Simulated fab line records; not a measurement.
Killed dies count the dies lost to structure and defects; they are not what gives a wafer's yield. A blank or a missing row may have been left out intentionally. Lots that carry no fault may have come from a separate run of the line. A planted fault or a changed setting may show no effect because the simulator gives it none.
fab line records	flow rit_cmos
record: lots: 5	wafers: 15	last_day: 7
route steps=202 shown SDANNEAL@153 PSD@157 NSD@158 PLDD@159 NLDD@160 SILICIDE@161 CONTACT@168
lots that met no fault: from a run of the same line without faults
start_h: hours from the record's first day to the start of the lot's first wafer shown	wait_h: time in hours since the lot's previous step	" same as the row above	L1.1+2: a row that stands for several wafers	- no value present, or no start provided	* or withheld: withheld	< > ~ a bound
route shown NAME@n: names a module that has steps shown in the file, with the first one's number in the route	usual: mean/standard deviation of fault-free wafers	same: alike in all rows	chamber/n: place in a boat	sites: readings site by site	_std_site: their standard deviation	_edge_site: inner sites' mean taken away from outer sites' mean	radius_mm: how far each site lies from the wafer's centre	mask NAME#n: copy n	behind: tool/chamber where the wafer was last shaped	hold: why the lot went on hold/how many hours it stayed there/how the hold came to an end	device: transistor that didn't switch, given as n, p or np	end of line: at the end of the route, the tests of the same wafers	where a step has no rows: the recipe by itself	killed: the dies lost at the first sort to structure and to defects; this is not the yield of the wafer	map: a wafer's dies, x killed, . not, _ none there
set.NAME: setting as actually run; set.NAME@STEP: the setting as run at that earlier step	model.NAME: the simulator's own value behind a step, which no gauge read
lots at some steps of the route; a table a step, a row a wafer
services: from which hour (start_h, from the record's first day; less than 0 if before it) a tool's chamber was out of use, for how many hours, and why
== steps ==
step: RIT_SDANNEAL_CLEAN_00
recipe: chemistry: SC1	mix: 3:3:50	time_s: 600	temp_c: 75
same: time_s: 600
lot.wafer	tool	chamber	start_h	wait_h
L074.2+3+4	wet_bench-01	1	55.24	0.0
L082.2+3+4	wet_bench-02	2	96.19	0.0
L083.4+5+6	wet_bench-04	0	99.48	0.0
L089.1+3+4	wet_bench-01	3	129.13	0.1
L093.3+5+6	wet_bench-01	0	148.93	0.0
step: RIT_SDANNEAL_CLEAN_01
recipe: chemistry: dHF	dilution: 50:1	time_s: 30
same: time_s: 30
lot.wafer	tool	chamber	start_h	wait_h
L074.2+3+4	wet_bench-04	1	55.42	0.0
L082.2+3+4	wet_bench-04	2	96.38	0.0
L083.4+5+6	wet_bench-02	2	99.68	0.0
L089.1+3+4	wet_bench-04	1	129.30	0.0
L093.3+5+6	wet_bench-02	3	149.11	0.0
step: RIT_SDANNEAL_CLEAN_02
recipe: chemistry: SC2	mix: 3:3:50	time_s: 600	temp_c: 75	dry: n2_spin
same: time_s: 600
lot.wafer	tool	chamber	start_h	wait_h
L074.2+3+4	wet_bench-02	1	55.43	0.0
L082.2+3+4	wet_bench-01	3	96.40	0.0
L083.4+5+6	wet_bench-01	0	99.69	0.0
L089.1+3+4	wet_bench-02	0	129.34	0.0
L093.3+5+6	wet_bench-04	3	149.13	0.0
step: RIT_SDANNEAL_RTA_03
recipe: temp_c: 1050	time_s: 5	idle_temp_c: 600	ramp_up_c_per_s: 342	ramp_down_c_per_s: 171	cool_to_c: 600	ambient: N2
usual: anneal_temp_c_max: 1054.6/0.76	ramp_down_c_per_s: 171.00/0.034	wafer_temp_C_max: 1053.5/1.2
same: time_s: 5
lot.wafer	tool	chamber	start_h	wait_h	anneal_temp_c_max	ramp_down_c_per_s	wafer_temp_C_max
L074.2	rtp_anneal-02	0	55.63	0.0	1054.0	170.98	1053.3
L074.3	"	0	"	"	1056.7	171.01	1055.8
L074.4	"	0	"	"	1054.4	170.96	1051.8
L082.2	rtp_anneal-02	0	96.59	0.0	1054.1	171.04	1050.6
L082.3	"	0	"	"	1053.8	171.01	1052.2
L082.4	"	0	"	"	1054.1	171.01	1053.1
L083.4	rtp_anneal-01	0	99.90	0.0	1056.9	170.95	1053.8
L083.5	"	0	"	"	1054.7	171.03	1053.5
L083.6	"	0	"	"	1054.4	170.95	1054.1
L089.1	rtp_anneal-01	0	129.51	0.0	1054.9	171.00	1053.0
L089.3	"	0	"	"	1053.6	170.98	1055.1
L089.4	"	0	"	"	1053.9	171.02	1053.2
L093.3	rtp_anneal-01	0	149.50	0.0	1054.0	170.94	1055.4
L093.5	"	0	"	"	1055.3	170.99	1052.8
L093.6	"	0	"	"	1054.0	170.97	1054.8
step: RIT_SDANNEAL_RS_MEAS_04
recipe: thk_meas_gauge: four-point-probe
usual: PSD_RS: 115.8/0.33
lot.wafer	tool	chamber	start_h	wait_h	PSD_RS[ohm/sq]
L074.2	film_metro-01	-	55.70	0.1	116.3
L074.3	"	-	"	"	116.2
L074.4	"	-	"	"	115.6
L082.2	film_metro-02	-	96.65	0.1	115.6
L082.3	"	-	"	"	115.5
L082.4	"	-	"	"	115.8
L083.4	film_metro-01	-	99.99	0.1	115.6
L083.5	"	-	"	"	115.9
L083.6	"	-	"	"	115.7
L089.1	film_metro-01	-	129.57	0.0	115.4
L089.3	"	-	"	"	115.1
L089.4	"	-	"	"	115.1
L093.3	film_metro-02	-	149.58	0.1	115.9
L093.5	"	-	"	"	115.7
L093.6	"	-	"	"	115.7
step: RIT_SDANNEAL_RS_MEAS_05
recipe: thk_meas_gauge: four-point-probe
usual: NSD_RS: 84.54/0.28
lot.wafer	tool	chamber	start_h	wait_h	NSD_RS[ohm/sq]
L074.2	film_metro-01	-	55.82	0.1	84.73
L074.3	"	-	"	"	84.57
L074.4	"	-	"	"	84.57
L082.2	film_metro-02	-	96.77	0.1	84.75
L082.3	"	-	"	"	84.95
L082.4	"	-	"	"	84.92
L083.4	film_metro-01	-	100.11	0.1	84.82
L083.5	"	-	"	"	84.40
L083.6	"	-	"	"	84.83
L089.1	film_metro-01	-	129.69	0.1	84.52
L089.3	"	-	"	"	84.47
L089.4	"	-	"	"	84.64
L093.3	film_metro-02	-	149.70	0.1	83.93
L093.5	"	-	"	"	84.17
L093.6	"	-	"	"	83.97
step: RIT_SDANNEAL_RS_MEAS_06
recipe: thk_meas_gauge: four-point-probe
usual: PLDD_RS: 178.6/0.53
lot.wafer	tool	chamber	start_h	wait_h	PLDD_RS[ohm/sq]
L074.2	film_metro-01	-	55.94	0.1	178.9
L074.3	"	-	"	"	178.8
L074.4	"	-	"	"	179.2
L082.2	film_metro-02	-	96.89	0.1	179.6
L082.3	"	-	"	"	179.6
L082.4	"	-	"	"	179.3
L083.4	film_metro-01	-	100.23	0.1	178.0
L083.5	"	-	"	"	178.6
L083.6	"	-	"	"	178.8
L089.1	film_metro-01	-	129.81	0.1	178.4
L089.3	"	-	"	"	177.7
L089.4	"	-	"	"	178.0
L093.3	film_metro-02	-	149.82	0.1	179.1
L093.5	"	-	"	"	178.2
L093.6	"	-	"	"	178.5
step: RIT_SDANNEAL_RS_MEAS_07
recipe: thk_meas_gauge: four-point-probe
usual: NLDD_RS: 151.6/0.58
lot.wafer	tool	chamber	start_h	wait_h	NLDD_RS[ohm/sq]
L074.2	film_metro-01	-	56.06	0.1	152.3
L074.3	"	-	"	"	152.2
L074.4	"	-	"	"	152.5
L082.2	film_metro-02	-	97.01	0.1	151.8
L082.3	"	-	"	"	151.9
L082.4	"	-	"	"	151.9
L083.4	film_metro-01	-	100.35	0.1	151.9
L083.5	"	-	"	"	151.9
L083.6	"	-	"	"	152.1
L089.1	film_metro-01	-	129.93	0.1	151.4
L089.3	"	-	"	"	151.6
L089.4	"	-	"	"	152.3
L093.3	film_metro-02	-	149.94	0.1	152.2
L093.5	"	-	"	"	151.7
L093.6	"	-	"	"	151.3
step: RIT_SILICIDE_WET_ETCH_00
recipe: chemistry: BOE	target: SiO2	target_depth_nm: 14	time_s: 15	dry: n2_spin	dilution: 10:1	temp_c: 21.5
same: time_s: 15
lot.wafer	tool	chamber	start_h	wait_h
L074.2+3+4	wet_bench-02	3	56.16	0.1
L082.2+3+4	wet_bench-03	0	97.11	0.1
L083.4+5+6	wet_bench-03	3	100.41	0.0
L089.1+3+4	wet_bench-03	0	130.05	0.1
L093.3+5+6	wet_bench-02	0	150.02	0.1
step: RIT_SILICIDE_SPUTTER_01
recipe: material: Ti	target_thk_nm: 30	power_w: 350	chamber_pressure_pa: 0.667	gas: Ar	time_s: 240	substrate_temp_c: 25
usual: throttle_valve_pct: 30.1/0.83
same: time_s: 240
lot.wafer	tool	chamber	start_h	wait_h	throttle_valve_pct
L074.2	pvd_sputter-01	-	56.17	0.0	30.1
L074.3	"	-	"	"	28.7
L074.4	"	-	"	"	30.2
L082.2	pvd_sputter-01	-	97.13	0.0	30.8
L082.3	"	-	"	"	28.4
L082.4	"	-	"	"	30.2
L083.4	pvd_sputter-03	-	100.42	0.0	31.2
L083.5	"	-	"	"	29.4
L083.6	"	-	"	"	29.5
L089.1	pvd_sputter-03	-	130.06	0.0	30.9
L089.3	"	-	"	"	29.8
L089.4	"	-	"	"	29.3
L093.3	pvd_sputter-03	-	150.03	0.0	29.2
L093.5	"	-	"	"	29.3
L093.6	"	-	"	"	29.9
step: RIT_SILICIDE_RS_MEAS_02
recipe: thk_meas_gauge: four-point-probe	reads: Ti_of_SILICIDE_SPUTTER_01
usual: SILICIDE_TI_RS: 47.8/0.75
lot.wafer	tool	chamber	start_h	wait_h	SILICIDE_TI_RS[ohm/sq]
L074.2	film_metro-03	-	56.34	0.1	48.9
L074.3	"	-	"	"	47.6
L074.4	"	-	"	"	47.7
L082.2	film_metro-02	-	97.30	0.1	47.6
L082.3	"	-	"	"	47.7
L082.4	"	-	"	"	48.2
L083.4	film_metro-02	-	100.63	0.1	46.5
L083.5	"	-	"	"	46.7
L083.6	"	-	"	"	47.3
L089.1	film_metro-04	-	130.21	0.1	47.5
L089.3	"	-	"	"	48.3
L089.4	"	-	"	"	47.8
L093.3	film_metro-04	-	150.22	0.1	47.7
L093.5	"	-	"	"	47.8
L093.6	"	-	"	"	47.9
step: RIT_SILICIDE_THK_MEAS_03
recipe: thk_meas_gauge: xrf	reads: Ti_of_SILICIDE_SPUTTER_01
usual: SILICIDE_TI_THK: 30.0/0.45
lot.wafer	tool	chamber	start_h	wait_h	SILICIDE_TI_THK[nm]
L074.2	film_metro-03	-	56.45	0.1	29.7
L074.3	"	-	"	"	30.2
L074.4	"	-	"	"	30.1
L082.2	film_metro-02	-	97.41	0.1	30.2
L082.3	"	-	"	"	30.1
L082.4	"	-	"	"	29.9
L083.4	film_metro-02	-	100.72	0.1	30.8
L083.5	"	-	"	"	30.7
L083.6	"	-	"	"	30.4
L089.1	film_metro-04	-	130.33	0.1	30.2
L089.3	"	-	"	"	29.7
L089.4	"	-	"	"	30.0
L093.3	film_metro-04	-	150.32	0.1	29.9
L093.5	"	-	"	"	29.9
L093.6	"	-	"	"	29.9
step: RIT_SILICIDE_RTA_04
recipe: temp_c: 650	time_s: 10	idle_temp_c: 25	ramp_up_s: 5	ramp_down_s: 5	cool_to_c: 25	ambient: N2
usual: anneal_temp_c_max: 652.8/0.58	wafer_temp_C_max: 654.1/1.4
same: time_s: 10
lot.wafer	tool	chamber	start_h	wait_h	anneal_temp_c_max	wafer_temp_C_max
L074.2	rtp_anneal-02	0	56.52	0.1	653.3	654.1
L074.3	"	0	"	"	654.2	655.9
L074.4	"	0	"	"	653.8	655.6
L082.2	rtp_anneal-01	0	97.47	0.1	652.3	653.3
L082.3	"	0	"	"	652.4	652.9
L082.4	"	0	"	"	652.6	652.2
L083.4	rtp_anneal-02	0	100.78	0.1	653.3	655.4
L083.5	"	0	"	"	653.9	654.5
L083.6	"	0	"	"	653.8	653.0
L089.1	rtp_anneal-02	0	130.39	0.1	651.9	654.2
L089.3	"	0	"	"	653.3	657.1
L089.4	"	0	"	"	653.1	656.0
L093.3	rtp_anneal-02	0	150.38	0.1	651.7	654.0
L093.5	"	0	"	"	652.8	654.4
L093.6	"	0	"	"	652.4	655.5
step: RIT_SILICIDE_WET_ETCH_05
recipe: chemistry: SPM	target: Ti	temp_c: 90	time_s: 120	dry: n2_spin
same: time_s: 120
lot.wafer	tool	chamber	start_h	wait_h
L074.2+3+4	wet_bench-02	2	56.57	0.0
L082.2+3+4	wet_bench-02	2	97.52	0.0
L083.4+5+6	wet_bench-03	2	100.82	0.0
L089.1+3+4	wet_bench-02	1	130.46	0.1
L093.3+5+6	wet_bench-03	1	150.43	0.0
step: RIT_SILICIDE_RTA_06
recipe: temp_c: 750	time_s: 10	idle_temp_c: 25	ramp_up_s: 5	ramp_down_s: 10	cool_to_c: 25	ambient: N2
usual: anneal_temp_c_max: 753.3/0.7	wafer_temp_C_max: 754.7/1.6
same: time_s: 10
lot.wafer	tool	chamber	start_h	wait_h	anneal_temp_c_max	wafer_temp_C_max
L074.2	rtp_anneal-02	0	56.63	0.0	753.9	756.5
L074.3	"	0	"	"	752.2	756.9
L074.4	"	0	"	"	753.0	757.7
L082.2	rtp_anneal-02	0	97.58	0.0	753.6	755.5
L082.3	"	0	"	"	753.9	756.7
L082.4	"	0	"	"	752.2	755.0
L083.4	rtp_anneal-01	0	100.89	0.0	753.1	754.3
L083.5	"	0	"	"	752.6	754.0
L083.6	"	0	"	"	752.9	753.0
L089.1	rtp_anneal-01	0	130.50	0.0	753.5	753.7
L089.3	"	0	"	"	752.6	752.9
L089.4	"	0	"	"	753.1	753.7
L093.3	rtp_anneal-01	0	150.50	0.0	753.4	754.7
L093.5	"	0	"	"	753.2	754.0
L093.6	"	0	"	"	753.9	753.9
step: RIT_CONTACT_CVD_00
recipe: material: SiO2	target_thk_nm: 400	precursor: TEOS	temp_c: 390	time_s: 61	rf_w: 400
usual: heater_power_w: 316/61
same: time_s: 61
lot.wafer	tool	chamber	start_h	wait_h	heater_power_w
L074.2	pecvd-02	2	56.68	0.0	443
L074.3	"	1	"	"	383
L074.4	"	2	"	"	449
L082.2	pecvd-04	2	97.64	0.0	373
L082.3	"	0	"	"	315
L082.4	"	1	"	"	251
L083.4	pecvd-02	1	100.95	0.0	317
L083.5	"	0	"	"	263
L083.6	"	2	"	"	457
L089.1	pecvd-02	0	130.57	0.1	254
L089.3	"	2	"	"	422
L089.4	"	2	"	"	438
L093.3	pecvd-03	0	150.54	0.0	218
L093.5	"	2	"	"	269
L093.6	"	0	"	"	234
step: RIT_CONTACT_THK_MEAS_01
recipe: reads: SiO2_of_CONTACT_CVD_00
usual: CONTACT_TEOS_THK: 401/5.5
lot.wafer	tool	chamber	start_h	wait_h	CONTACT_TEOS_THK[nm]
L074.2	film_metro-01	-	56.74	0.0	395
L074.3	"	-	"	"	390
L074.4	"	-	"	"	392
L082.2	film_metro-01	-	97.70	0.0	404
L082.3	"	-	"	"	400
L082.4	"	-	"	"	405
L083.4	film_metro-04	-	101.00	0.0	408
L083.5	"	-	"	"	410
L083.6	"	-	"	"	407
L089.1	film_metro-04	-	130.62	0.0	402
L089.3	"	-	"	"	399
L089.4	"	-	"	"	405
L093.3	film_metro-01	-	150.62	0.0	398
L093.5	"	-	"	"	402
L093.6	"	-	"	"	404
step: RIT_CONTACT_HMDS_02
recipe: prime_time_s: 60	prime_temp_c: 140
usual: prime_temp_c: 139.99/0.14
lot.wafer	tool	chamber	start_h	wait_h	prime_temp_c
L074.2	litho_track-02	0	57.15	0.4	139.88
L074.3	"	0	"	"	140.11
L074.4	"	0	"	"	140.09
L082.2	litho_track-01	0	97.77	0.1	139.93
L082.3	"	0	"	"	139.93
L082.4	"	0	"	"	139.78
L083.4	litho_track-01	0	101.11	0.1	140.10
L083.5	"	0	"	"	140.02
L083.6	"	0	"	"	139.87
L089.1	litho_track-02	0	130.68	0.1	139.79
L089.3	"	0	"	"	140.09
L089.4	"	0	"	"	139.99
L093.3	litho_track-02	0	150.71	0.1	139.98
L093.5	"	0	"	"	139.80
L093.6	"	0	"	"	140.05
step: RIT_CONTACT_COAT_03
recipe: resist: NOVOLAK	spin_rpm: 3250	resist_thk_nm: 1000
lot.wafer	tool	chamber	start_h	wait_h
L074.2+3+4	litho_track-02	0	57.30	0.1
L082.2+3+4	litho_track-01	0	97.92	0.1
L083.4+5+6	litho_track-01	0	101.26	0.1
L089.1+3+4	litho_track-02	0	130.83	0.1
L093.3+5+6	litho_track-02	0	150.86	0.1
step: RIT_CONTACT_SOFTBAKE_04
recipe: resist: NOVOLAK	temp_c: 90	time_s: 60
same: time_s: 60
lot.wafer	tool	chamber	start_h	wait_h
L074.2+3+4	litho_track-02	0	57.45	0.1
L082.2+3+4	litho_track-01	0	98.07	0.1
L083.4+5+6	litho_track-01	0	101.41	0.1
L089.1+3+4	litho_track-02	0	130.98	0.1
L093.3+5+6	litho_track-02	0	151.01	0.1
step: RIT_CONTACT_EXPOSE_05
recipe: mask_id: M11	na: 0.6	source_shape: conventional	sigma_outer: 0.5	target_cd_nm: 1000	dose_mj: 250
usual: exposure_dose_mJ_cm2: 249.96/0.25
same: sigma_outer: 0.5
lot.wafer	tool	chamber	start_h	wait_h	mask	exposure_dose_mJ_cm2
L074.2	iline_stepper-02	0	57.72	0.2	M11#0	249.94
L074.3	"	0	"	"	M11#0	250.02
L074.4	"	0	"	"	M11#0	249.97
L082.2	iline_stepper-02	0	98.41	0.3	M11#0	249.96
L082.3	"	0	"	"	M11#0	249.85
L082.4	"	0	"	"	M11#0	249.96
L083.4	iline_stepper-01	0	101.67	0.2	M11#0	249.80
L083.5	"	0	"	"	M11#0	249.90
L083.6	"	0	"	"	M11#0	249.79
L089.1	iline_stepper-01	0	131.25	0.2	M11#0	250.30
L089.3	"	0	"	"	M11#0	250.37
L089.4	"	0	"	"	M11#0	250.12
L093.3	iline_stepper-02	0	151.14	0.1	M11#0	249.79
L093.5	"	0	"	"	M11#0	249.74
L093.6	"	0	"	"	M11#0	249.98
step: RIT_CONTACT_PEB_06
recipe: resist: NOVOLAK	temp_c: withheld	time_s: withheld
lot.wafer	tool	chamber	start_h	wait_h
L074.2+3+4	litho_track-04	0	57.84	0.1
L082.2+3+4	litho_track-04	0	98.68	0.3
L083.4+5+6	litho_track-04	0	101.80	0.1
L089.1+3+4	litho_track-04	0	131.37	0.1
L093.3+5+6	litho_track-02	0	151.27	0.1
== services ==
tool	chamber	start_h	hours	kind
pecvd-02	0	37.98	16.4	repair
rtp_anneal-01	-	42.46	24.4	pm
iline_stepper-02	-	64.92	4.4	pm
pvd_sputter-03	-	69.20	2.3	repair
wet_bench-01	-	102.91	1.9	pm
iline_stepper-01	0	127.23	-	calibration
== key ==
fault none
